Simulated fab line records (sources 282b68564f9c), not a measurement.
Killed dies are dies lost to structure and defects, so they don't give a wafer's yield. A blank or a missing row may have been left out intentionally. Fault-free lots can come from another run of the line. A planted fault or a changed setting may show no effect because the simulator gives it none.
fab line records | flow rit-cmos
record lots=15 wafers=45 last-day=7
route steps=202 shown NWELL@38 REOX@102 PLDD@122 PSD@151 M1@202
lots that met no fault: taken from a fault-free run of the same line
start-h: start of the lot's first displayed wafer, in hours after the record's first day | wait-h: time in hours since the lot's previous step | " repeats the value in the row above | L1.1+2: several wafers, shown together as one row | - no value, or no start was given | * or withheld: withheld | < > ~ a bound
route shown NAME@n: names a module that has steps shown in the file, with the first one's number in the route | usual: mean/standard deviation taken from wafers without a fault | same: alike in all rows | chamber/n: place in a boat | sites: the reading at each site | _std_site: standard deviation of those values | _edge_site: mean of outer sites minus mean of inner sites | radius-mm: for every site, how far away it sits from the centre of the wafer | mask NAME#n: copy n | behind: the tool/chamber that last shaped the wafer | hold: the reason the lot was held/the length of the hold in hours/how it ended | device: the n, p or np transistor that did not switch | end of line: tests of these same wafers at the route's end | step lacking rows: just its recipe | killed: not the wafer's yield, but the dies lost to structure and defects at the first sort | map: shows each die of a wafer: x if killed, . if not, _ if none is there
set.NAME: the setting as run; set.NAME@STEP: as run at that earlier step | model.NAME: the simulator's own value behind a step, which no gauge read
the route's steps for a sample of lots (tables are steps, rows are wafers)
services: when a tool's chamber went out of use (start-h, in hours from the record's first day, below 0 if earlier), for how many hours, and the reason
## steps
# step RIT_NWELL_TW_MEAS_10
# usual NWELL_TW=2159/12
# columns lot.wafer tool chamber start-h wait-h NWELL_TW
L303.3 film-metro-03 - 22.08 0.1 2159
L303.5 " - " " 2176
L303.6 " - " " 2168
L304.1 film-metro-01 - 27.40 0.1 2145
L304.2 " - " " 2149
L304.6 " - " " 2137
L306.4 film-metro-01 - 37.94 0.1 2155
L306.5 " - " " 2143
L306.6 " - " " 2160
L308.2 film-metro-03 - 48.17 0.1 2181
L308.4 " - " " 2167
L308.5 " - " " 2174
L309.1 film-metro-03 - 57.80 0.1 2180
L309.5 " - " " 2174
L309.6 " - " " 2180
L311.2 film-metro-04 - 62.78 0.1 2156
L311.5 " - " " 2161
L311.6 " - " " 2168
L313.3 film-metro-04 - 74.42 0.1 2152
L313.5 " - " " 2155
L313.6 " - " " 2146
L315.2 film-metro-01 - 82.77 0.1 2155
L315.5 " - " " 2158
L315.6 " - " " 2145
L316.1 film-metro-04 - 91.23 0.1 2156
L316.5 " - " " 2161
L316.6 " - " " 2152
L317.1 film-metro-01 - 92.90 0.1 2158
L317.2 " - " " 2142
L317.5 " - " " 2161
L318.4 film-metro-03 - 98.57 0.1 2174
L318.5 " - " " 2171
L318.6 " - " " 2180
L319.1 film-metro-01 - 103.52 0.1 2162
L319.3 " - " " 2154
L319.4 " - " " 2159
L320.2 film-metro-01 - 106.91 0.1 2152
L320.4 " - " " 2174
L320.6 " - " " 2154
L325.2 film-metro-01 - 134.50 0.1 2160
L325.3 " - " " 2174
L325.6 " - " " 2162
L326.1 film-metro-03 - 137.97 0.1 2163
L326.2 " - " " 2152
L326.6 " - " " 2152
# step RIT_REOX_THK_MEAS_04
# recipe reads=SiO2_of_REOX_OXIDATION_03
# usual REOX_OXIDE_THK=25.1/0.46
# columns lot.wafer tool chamber start-h wait-h REOX_OXIDE_THK[nm]
L303.3 film-metro-01 - 42.69 0.0 24.7
L303.5 " - " " 24.7
L303.6 " - " " 24.6
L304.1 film-metro-01 - 47.16 0.0 25.5
L304.2 " - " " 25.5
L304.6 " - " " 25.6
L306.4 film-metro-04 - 60.63 0.0 24.5
L306.5 " - " " 25.2
L306.6 " - " " 24.8
L308.2 film-metro-04 - 71.35 0.0 25.0
L308.4 " - " " 25.3
L308.5 " - " " 24.9
L309.1 film-metro-01 - 79.06 0.0 24.0
L309.5 " - " " 24.1
L309.6 " - " " 24.0
L311.2 film-metro-04 - 82.75 0.0 25.1
L311.5 " - " " 25.2
L311.6 " - " " 24.9
L313.3 film-metro-01 - 95.06 0.0 24.6
L313.5 " - " " 25.1
L313.6 " - " " 25.1
L315.2 film-metro-03 - 106.42 0.0 25.3
L315.5 " - " " 25.2
L315.6 " - " " 25.1
L316.1 film-metro-01 - 112.41 0.0 24.8
L316.5 " - " " 25.3
L316.6 " - " " 25.1
L317.1 film-metro-03 - 116.03 0.0 25.8
L317.2 " - " " 26.2
L317.5 " - " " 25.8
L318.4 film-metro-01 - 120.79 0.0 25.4
L318.5 " - " " 25.6
L318.6 " - " " 25.4
L319.1 film-metro-03 - 124.60 0.0 25.3
L319.3 " - " " 25.6
L319.4 " - " " 25.4
L320.2 film-metro-01 - 127.17 0.0 25.1
L320.4 " - " " 25.0
L320.6 " - " " 25.2
L325.2 film-metro-01 - 155.47 0.0 24.8
L325.3 " - " " 24.6
L325.6 " - " " 24.7
L326.1 film-metro-01 - 162.20 0.0 24.6
L326.2 " - " " 25.1
L326.6 " - " " 24.6
# step RIT_PLDD_IMPLANT_08
# recipe species=BF2 energy-kev=20 dose-cm2=9e+14 tilt-deg=7
# usual beam-on-s=10.01/0.2 dose-ions-cm2=9.001e+14/1.1e+12 faraday-current-uA=2819/56
# columns lot.wafer tool chamber start-h wait-h beam-on-s dose-ions-cm2 faraday-current-uA
L303.3 implanter-01 0 45.52 0.1 10.13 8.999e+14 2783
L303.5 " 0 " " 9.63 8.992e+14 2917
L303.6 " 0 " " 10.09 9.008e+14 2781
L304.1 implanter-02 0 49.80 0.1 9.95 9.004e+14 2841
L304.2 " 0 " " 9.67 9.003e+14 2907
L304.6 " 0 " " 10.20 8.989e+14 2755
L306.4 implanter-02 0 63.79 0.1 9.66 9.008e+14 2916
L306.5 " 0 " " 10.30 8.998e+14 2737
L306.6 " 0 " " 10.26 9.011e+14 2760
L308.2 implanter-01 0 73.88 0.1 9.80 8.989e+14 2863
L308.4 " 0 " " 10.05 8.994e+14 2824
L308.5 " 0 " " 10.15 8.999e+14 2786
L309.1 implanter-02 0 81.79 0.1 10.06 9.014e+14 2820
L309.5 " 0 " " 9.96 9.001e+14 2841
L309.6 " 0 " " 10.09 9.018e+14 2810
L311.2 implanter-02 0 85.41 0.1 10.21 8.987e+14 2757
L311.5 " 0 " " 10.13 8.982e+14 2782
L311.6 " 0 " " 9.73 9.003e+14 2906
L313.3 implanter-01 0 97.61 0.1 10.37 9.008e+14 2734
L313.5 " 0 " " 9.69 9.002e+14 2903
L313.6 " 0 " " 9.90 8.994e+14 2837
L315.2 implanter-01 0 109.22 0.1 10.25 8.992e+14 2768
L315.5 " 0 " " 10.12 8.995e+14 2803
L315.6 " 0 " " 9.90 9.022e+14 2846
L316.1 implanter-02 0 115.05 0.1 10.06 8.997e+14 2815
L316.5 " 0 " " 9.70 9.019e+14 2909
L316.6 " 0 " " 9.84 8.991e+14 2861
L317.1 implanter-01 0 118.67 0.1 14.24 9.024e+14 1982
L317.2 " 0 " " 14.58 9.012e+14 1938
L317.5 " 0 " " 14.60 8.999e+14 1934
L318.4 implanter-02 0 123.44 0.1 9.82 8.988e+14 2868
L318.5 " 0 " " 9.79 8.987e+14 2876
L318.6 " 0 " " 10.05 8.997e+14 2825
L319.1 implanter-01 0 127.25 0.1 14.25 8.997e+14 1974
L319.3 " 0 " " 14.44 9.002e+14 1956
L319.4 " 0 " " 13.94 9.003e+14 2019
L320.2 implanter-01 0 129.73 0.1 14.11 9.018e+14 1995
L320.4 " 0 " " 14.58 9.007e+14 1937
L320.6 " 0 " " 14.28 9e+14 1976
L325.2 implanter-02 0 158.26 0.1 10.05 8.998e+14 2808
L325.3 " 0 " " 9.93 9.002e+14 2834
L325.6 " 0 " " 9.96 8.997e+14 2838
L326.1 implanter-04 0 164.95 0.1 10.48 9.003e+14 2688
L326.2 " 0 " " 10.24 8.992e+14 2756
L326.6 " 0 " " 10.04 9e+14 2798
# step RIT_PLDD_TW_MEAS_10
# usual PLDD_TW=2364/12
# columns lot.wafer tool chamber start-h wait-h PLDD_TW
L303.3 film-metro-01 - 45.81 0.1 2355
L303.5 " - " " 2365
L303.6 " - " " 2360
L304.1 film-metro-02 - 50.12 0.1 2380
L304.2 " - " " 2364
L304.6 " - " " 2375
L306.4 film-metro-02 - 64.07 0.1 2358
L306.5 " - " " 2368
L306.6 " - " " 2376
L308.2 film-metro-01 - 74.19 0.1 2352
L308.4 " - " " 2345
L308.5 " - " " 2361
L309.1 film-metro-02 - 82.11 0.1 2371
L309.5 " - " " 2376
L309.6 " - " " 2381
L311.2 film-metro-01 - 85.72 0.1 2381
L311.5 " - " " 2373
L311.6 " - " " 2368
L313.3 film-metro-04 - 97.90 0.1 2358
L313.5 " - " " 2358
L313.6 " - " " 2347
L315.2 film-metro-04 - 109.52 0.1 2354
L315.5 " - " " 2367
L315.6 " - " " 2343
L316.1 film-metro-04 - 115.37 0.1 2365
L316.5 " - " " 2361
L316.6 " - " " 2359
L317.1 film-metro-02 - 119.00 0.1 2608
L317.2 " - " " 2608
L317.5 " - " " 2597
L318.4 film-metro-04 - 123.72 0.1 2371
L318.5 " - " " 2354
L318.6 " - " " 2360
L319.1 film-metro-01 - 127.57 0.1 2595
L319.3 " - " " 2578
L319.4 " - " " 2588
L320.2 film-metro-04 - 130.04 0.1 2576
L320.4 " - " " 2586
L320.6 " - " " 2579
L325.2 film-metro-01 - 158.57 0.1 2362
L325.3 " - " " 2378
L325.6 " - " " 2385
L326.1 film-metro-01 - 165.28 0.1 2371
L326.2 " - " " 2370
L326.6 " - " " 2377
# step RIT_PSD_STRIP_09
# recipe chemistry=O2 time-s=180 resist=NOVOLAK platen-temp-c=withheld power-w=500 pressure-mtorr=4000 o2-flow-sccm=4000
# usual drypump-motor-current-A=5.7/0.35
# same time-s=180
# columns lot.wafer tool chamber start-h wait-h drypump-motor-current-A rf-hours-counter-h
L303.3 plasma-asher-03 0 51.04 0.1 5.9 -
L303.5 " 1 " " 6.1 -
L303.6 " 0 " " 5.9 -
L304.1 plasma-asher-03 1 55.48 0.1 6.1 40
L304.2 " 0 " " 5.9 40
L304.6 " 0 " " 5.9 -
L306.4 plasma-asher-02 1 69.42 0.1 5.3 -
L306.5 " 0 " " 5.8 -
L306.6 " 1 " " 5.4 -
L308.2 plasma-asher-02 0 79.68 0.1 5.8 30
L308.4 " 0 " " 5.8 -
L308.5 " 1 " " 5.4 -
L309.1 plasma-asher-01 1 87.43 0.1 6.1 45
L309.5 " 1 " " 6.0 -
L309.6 " 0 " " 5.2 -
L311.2 plasma-asher-03 0 91.23 0.1 5.9 44
L311.5 " 0 " " 5.9 -
L311.6 " 1 " " 6.1 -
L313.3 plasma-asher-01 0 103.33 0.1 5.2 -
L313.5 " 0 " " 5.2 -
L313.6 " 1 " " 6.0 -
L315.2 plasma-asher-01 1 114.96 0.1 6.0 48
L315.5 " 0 " " 5.2 -
L315.6 " 1 " " 6.1 -
L316.1 plasma-asher-02 1 120.53 0.1 5.3 35
L316.5 " 1 " " 5.4 -
L316.6 " 0 " " 5.8 -
L317.1 plasma-asher-02 0 124.37 0.1 5.8 36
L317.2 " 1 " " 5.4 36
L317.5 " 1 " " 5.4 -
L318.4 plasma-asher-01 0 129.16 0.1 5.2 -
L318.5 " 1 " " 6.0 -
L318.6 " 0 " " 5.2 -
L319.1 plasma-asher-01 0 134.15 0.1 5.2 50
L319.3 " 0 " " 5.2 -
L319.4 " 1 " " 6.0 -
L320.2 plasma-asher-01 0 135.33 0.1 5.2 51
L320.4 " 0 " " 5.2 -
L320.6 " 1 " " 6.0 -
L325.2 plasma-asher-03 0 164.40 0.1 5.9 5
L325.3 " 1 " " 6.1 -
L325.6 " 0 " " 5.9 -
L326.1 plasma-asher-01 0 170.90 0.1 5.2 54
L326.2 " 1 " " 6.0 54
L326.6 " 0 " " 5.2 -
# step RIT_SDANNEAL_RS_MEAS_06
# recipe thk-meas-gauge=four-point-probe
# usual PLDD_RS=178.6/0.41
# columns lot.wafer tool chamber start-h wait-h PLDD_RS[ohm/sq]
L303.3 film-metro-04 - 51.93 0.1 178.8
L303.5 " - " " 178.7
L303.6 " - " " 178.5
L304.1 film-metro-02 - 56.38 0.1 178.3
L304.2 " - " " 178.6
L304.6 " - " " 178.7
L306.4 film-metro-04 - 70.67 0.1 178.6
L306.5 " - " " 179.2
L306.6 " - " " 178.4
L308.2 film-metro-02 - 80.60 0.1 178.7
L308.4 " - " " 178.7
L308.5 " - " " 178.6
L309.1 film-metro-02 - 88.33 0.1 178.6
L309.5 " - " " 178.9
L309.6 " - " " 178.4
L311.2 film-metro-01 - 92.17 0.1 178.2
L311.5 " - " " 178.1
L311.6 " - " " 178.6
L313.3 film-metro-02 - 104.21 0.1 178.8
L313.5 " - " " 178.2
L313.6 " - " " 178.7
L315.2 film-metro-01 - 115.89 0.1 178.5
L315.5 " - " " 178.3
L315.6 " - " " 178.8
L316.1 film-metro-04 - 121.47 0.1 179.1
L316.5 " - " " 178.8
L316.6 " - " " 179.2
L317.1 film-metro-04 - 125.27 0.1 160.4
L317.2 " - " " 160.7
L317.5 " - " " 160.2
L318.4 film-metro-02 - 130.06 0.1 178.3
L318.5 " - " " 178.8
L318.6 " - " " 178.2
L319.1 film-metro-02 - 135.05 0.1 160.2
L319.3 " - " " 159.8
L319.4 " - " " 159.9
L320.2 film-metro-04 - 136.25 0.1 160.6
L320.4 " - " " 160.9
L320.6 " - " " 160.8
L325.2 film-metro-04 - 165.54 0.1 178.7
L325.3 " - " " 179.2
L325.6 " - " " 178.9
L326.1 film-metro-02 - 171.84 0.1 178.2
L326.2 " - " " 178.1
L326.6 " - " " 178.3
# step RIT_M1_PROBE_99
# usual killed-at-contacts=0.0/0.22 killed-at-front-end=7/3.2 killed-dies=8/3.2 killed-open=3.7/2.1 killed-short=3.8/2.2
# same gross-dies=264 killed_at_M0_to_M3=0 killed_at_M4_up=0 killed-at-back-side=0 killed-at-other=0
# columns lot.wafer tool chamber start-h wait-h killed-at-contacts killed-at-front-end killed-dies killed-open killed-short
L306.4 prober-02 - 78.63 0.2 0 4 4 1 3
L306.5 prober-02 - 78.68 0.2 0 9 9 6 3
L306.6 prober-02 - 78.73 0.2 0 11 11 4 7
L308.2 prober-02 - 87.81 0.1 0 7 7 4 3
L308.4 prober-02 - 87.91 0.2 0 3 3 1 2
L308.5 prober-02 - 87.96 0.2 0 12 12 7 5
L313.3 prober-01 - 111.55 0.2 0 6 6 3 3
L313.5 prober-01 - 111.65 0.2 0 3 3 2 1
L313.6 prober-01 - 111.70 0.2 0 15 15 10 5
L318.4 prober-02 - 137.39 0.2 0 5 5 2 3
L318.5 prober-02 - 137.44 0.2 0 3 3 2 1
L318.6 prober-02 - 137.49 0.2 0 5 5 3 2
L326.1 prober-02 - 179.21 0.1 0 9 9 4 5
L326.2 prober-02 - 179.26 0.1 0 14 14 8 6
L326.6 prober-02 - 179.46 0.2 0 6 6 2 4
# killed by level:class
L306.4 GATE:geometric-particle:short=2 GATE:geometric-particle:open=1 SILICIDE:geometric-particle:short=1
L306.5 GATE:geometric-particle:open=5 GATE:geometric-particle:short=3 SILICIDE:geometric-particle:open=1
L306.6 GATE:geometric-particle:short=2 REOX:geometric-particle:open=2 SPACER:geometric-particle:short=2 FOX1:geometric-particle:open=1 FOX1:geometric-particle:short=1 REOX:geometric-particle:short=1 SPACER:geometric-particle:open=1 SILICIDE:geometric-particle:short=1
L308.2 GATE:geometric-particle:open=2 GATE:geometric-particle:short=2 FOX1:geometric-particle:open=1 REOX:geometric-particle:open=1 SILICIDE:geometric-particle:short=1
L308.4 GATE:geometric-particle:short=2 FOX2:geometric-particle:open=1
L308.5 GATE:geometric-particle:open=3 FOX1:geometric-particle:open=2 GATE:geometric-particle:short=2 SPACER:geometric-particle:short=2 FOX1:geometric-particle:short=1 SPACER:geometric-particle:open=1 SILICIDE:geometric-particle:open=1
L313.3 GATE:geometric-particle:open=2 GATE:geometric-particle:short=2 FOX1:geometric-particle:short=1 FOX1:geometric-particle:open=1
L313.5 FOX2:geometric-particle:short=1 REOX:geometric-particle:open=1 SPACER:geometric-particle:open=1
L313.6 GATE:geometric-particle:open=5 GATE:geometric-particle:short=2 REOX:geometric-particle:open=2 SPACER:geometric-particle:short=2 FOX1:geometric-particle:open=1 FOX2:geometric-particle:open=1 REOX:geometric-particle:short=1 SPACER:geometric-particle:open=1
L318.4 FOX2:geometric-particle:short=1 FOX2:geometric-particle:open=1 REOX:geometric-particle:short=1 SPACER:geometric-particle:open=1 SILICIDE:geometric-particle:short=1
L318.5 GATE:geometric-particle:open=2 GATE:geometric-particle:short=1
L318.6 FOX1:geometric-particle:open=1 FOX2:geometric-particle:open=1 GATE:geometric-particle:short=1 GATE:geometric-particle:open=1 REOX:geometric-particle:short=1
L326.1 SPACER:geometric-particle:open=4 SPACER:geometric-particle:short=3 GATE:geometric-particle:short=2
L326.2 GATE:geometric-particle:open=5 REOX:geometric-particle:open=2 SILICIDE:geometric-particle:short=2 FOX1:geometric-particle:short=1 FOX2:geometric-particle:open=1 FOX2:geometric-particle:short=1 GATE:geometric-particle:short=1 REOX:geometric-particle:short=1
L326.6 FOX1:geometric-particle:open=2 FOX1:geometric-particle:short=2 REOX:geometric-particle:short=2
## services
# columns tool chamber start-h hours kind
implanter-04 - 22.97 81.8 pm
plasma-asher-01 - 54.90 3.0 repair
implanter-02 - 107.19 5.2 repair
implanter-04 - 107.93 3.1 repair
plasma-asher-03 - 108.75 9.0 pm
plasma-asher-03 0 108.75 9.0 vent-cycle
plasma-asher-03 1 108.75 9.0 vent-cycle
plasma-asher-03 0 117.75 - clean
plasma-asher-03 1 117.75 - clean
implanter-04 - 130.88 5.3 pm
plasma-asher-02 - 132.94 4.4 repair
implanter-04 - 146.30 0.8 repair
implanter-01 - 146.92 0.6 repair
implanter-01 - 151.03 14.2 pm
plasma-asher-02 - 165.77 2.1 repair
implanter-01 - 166.68 12.8 repair
## key
first-sign step=RIT_PLDD_IMPLANT_08 reading=beam-on-s direction=up sigmas=21 usual=10.01 struck=14.33
effect step=RIT_PLDD_IMPLANT_08 reading=faraday-current-uA direction=down sigmas=15 usual=2819 struck=1968
effect step=RIT_PLDD_TW_MEAS_10 reading=PLDD_TW direction=up sigmas=19 usual=2364 struck=2590
effect step=RIT_SDANNEAL_RS_MEAS_06 reading=PLDD_RS direction=down sigmas=44 usual=178.6 struck=160.4
met-at RIT_PLDD_IMPLANT_08
struck-lots L317,L319,L320
tester-left-out L317,L319,L320
not-acting-at RIT_NWELL_TW_MEAS_10,RIT_REOX_THK_MEAS_04,RIT_PSD_STRIP_09
onset-between 109.22 118.67
fault kind=process-parameter-drift tool=implanter-01 chamber=- onset-h=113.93 steps=RIT_PLDD_IMPLANT_08 channel=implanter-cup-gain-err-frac offset=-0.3 shape=step end-h=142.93
# tester-left-out: of these lots the tester's yield and bins aren't shown, on N5 and GAA mostly nor the transistor test; their killed dies are dies lost to structure and defects alone, not to doping, threshold or leakage, so they don't give the yield
